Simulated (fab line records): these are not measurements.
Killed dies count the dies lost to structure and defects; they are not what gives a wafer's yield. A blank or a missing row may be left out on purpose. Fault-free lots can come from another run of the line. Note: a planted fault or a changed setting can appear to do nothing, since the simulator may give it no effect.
A lot that was struck, set against a sound lot + flow berkeleyCmos170 + 34 steps out of a route of 331
Sound: wafers L342.4, L342.5, L342.6. Struck: wafers L341.1, L341.4, L341.5. Last of all comes the cause.
Per side, at each step with rows, come the tool, then ch with its chambers, and then its first start. Under that, the readings that differ: sound wafers + struck wafers + difference of the means + sigmas: that difference in standard deviations of wafers without a fault.
alike: words and numbers the same on both sides, and readings whose means are apart by under 2 such deviations; not compared: readings that were withheld, readings missing a value for some wafer, numbers with overlapping values and no deviation given by the record, and bounds like >300 which may hide the same value.
A row with sigmas, a row that says differs or no value, or rows on one side alone: a step with any of these is where the two part. When numbers do not overlap yet have no deviation, they are printed without sigmas and do not part them. Lack of a reading on every wafer of one side parts them only where that side has two or more wafers.

first, 9 steps without rows for these wafers: UCB170_V1_HMDS_06 (prime time 60 s); UCB170_V1_COAT_07 (resist thk 900 nm); UCB170_V1_SOFTBAKE_08 (time 60 s); UCB170_V1_EXPOSE_09 (exposes mask VIA1, target cd 700 nm); UCB170_V1_PEB_10; UCB170_V1_DEVELOP_11 (develop time 45 s); UCB170_V1_ETCH_14 (etches SiO2 in CHF3/CF4/Ar, stops on Al, target depth 1250 nm, time 291 s); UCB170_V1_STRIP_15 (strips in O2); UCB170_M2_PRE_CLEAN_00 (preclean etch time 60 s).
UCB170_M2_SPUTTER_01: material Al, target thk 900 nm, time 120 s.
  struck on pvdSputter-02, day 11 02:22; sound on pvdSputter-03, day 11 02:16
| reading                              | sound                | struck               | difference | sigmas |
|--------------------------------------|----------------------|----------------------|------------|--------|
| chamberPressurePa (Pa)               | 0.4995 0.5003 0.5009 | 0.5782 0.5782 0.5805 | +0.0787    | +79    |
| model.Al_of_M2_SPUTTER_01.thkNm (nm) | 899.9 901.3 895.9    | 862.5 853.3 867      | -38.1      |        |
  alike: throttleValvePct
UCB170_M2_RS_MEAS_02: a four-point-probe measurement.
  struck on filmMetro-03, day 11 02:26; sound on filmMetro-02, day 11 02:25
| reading           | sound                | struck               | difference | sigmas |
|-------------------|----------------------|----------------------|------------|--------|
| M2_AL_RS (ohm/sq) | 0.0321 0.0321 0.0322 | 0.0336 0.0340 0.0334 | +0.0015    | +5     |
UCB170_M2_THK_MEAS_03: measures by xrf.
  struck on filmMetro-03, day 11 02:34; sound on filmMetro-02, day 11 02:30
| reading        | sound       | struck      | difference | sigmas |
|----------------|-------------|-------------|------------|--------|
| M2_AL_THK (nm) | 913 913 916 | 878 866 879 | -40        | -4     |
then, 12 steps without rows for these wafers: UCB170_M2_HMDS_04 (prime time 60 s); UCB170_M2_COAT_05 (resist thk 900 nm); UCB170_M2_SOFTBAKE_06 (time 60 s); UCB170_M2_STRIP_07 (strips in O2); UCB170_M2_STRIP_08 (strips KrF in DMSO, time 600 s); UCB170_M2_COAT_09; UCB170_M2_COAT_10 (resist thk 900 nm); UCB170_M2_SOFTBAKE_11 (time 60 s); UCB170_M2_EXPOSE_12 (exposes mask METAL2, target cd 700 nm); UCB170_M2_PEB_13; UCB170_M2_DEVELOP_14 (develop time 45 s); UCB170_M2_ETCH_17 (etches BARC in N2/H2).
UCB170_M2_METAL_ETCH_18: etches Al in Cl2/BCl3, stops on SiO2, target depth 1170 nm, time 195 s.
  sound on rieMetal-02 ch 0,1, day 11 05:10; struck on rieMetal-01 ch 0,1, day 11 05:13
| reading                      | sound             | struck            | difference | sigmas |
|------------------------------|-------------------|-------------------|------------|--------|
| oesProductAu (a.u.)          | 0.849 0.856 0.839 | 0.831 0.817 0.813 | -0.028     | -3     |
| model.M2.featureDepthNm (nm) | 956.4 957.6 953.2 | 918.2 910.5 923.8 | -38.2      |        |
| model.etch.depthNm (nm)      | 899.9 901.3 895.9 | 862.5 853.3 867   | -38.1      |        |
  alike: bcl3FlowSccm, drypumpMotorCurrentA, throttleValvePct
  not compared: rfHoursCounterH
then, 8 steps without rows for these wafers: UCB170_M2_STRIP_19 (strips in O2); UCB170_V2_CVD_00 (deposits SiO2 from TEOS/O2, target thk 2000 nm, time 250 s); UCB170_V2_CMP_02 (polishes SiO2); UCB170_V2_CLEAN_05 (cleans in DIW); UCB170_V2_HMDS_06 (prime time 60 s); UCB170_V2_COAT_07 (resist thk 900 nm); UCB170_V2_SOFTBAKE_08 (time 60 s); UCB170_V2_EXPOSE_09 (exposes mask VIA2, target cd 700 nm).
UCB170_V2_ETCH_14: etches SiO2 in CHF3/CF4/Ar, stops on Al, target depth 1250 nm, time 291 s.
  sound on rieDiel-01 ch 0,1,3, day 11 08:01; struck on rieDiel-02 ch 0,1,2, day 11 08:30
| reading                              | sound             | struck          | difference | sigmas |
|--------------------------------------|-------------------|-----------------|------------|--------|
| model.Al_of_M2_SPUTTER_01.thkNm (nm) | 899.8 901.3 895.9 | 862.5 853.3 867 | -38.1      |        |
  alike: drypumpMotorCurrentA, mfcArSccm, oesProductAu, throttleValvePct
  not compared: rfHoursCounterH

## WHERE THEY PART
Earliest at UCB170_M2_SPUTTER_01; latest, in this record, at UCB170_M2_METAL_ETCH_18. Later steps at which nothing parts them and some readings are alike: UCB170_V2_ETCH_14.

WHY: what the simulator had put in
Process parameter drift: pvdSputter-02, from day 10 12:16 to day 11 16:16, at UCB170_M2_SPUTTER_01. The setting chamberPressurePa was moved by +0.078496, starting from 0.5. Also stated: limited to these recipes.
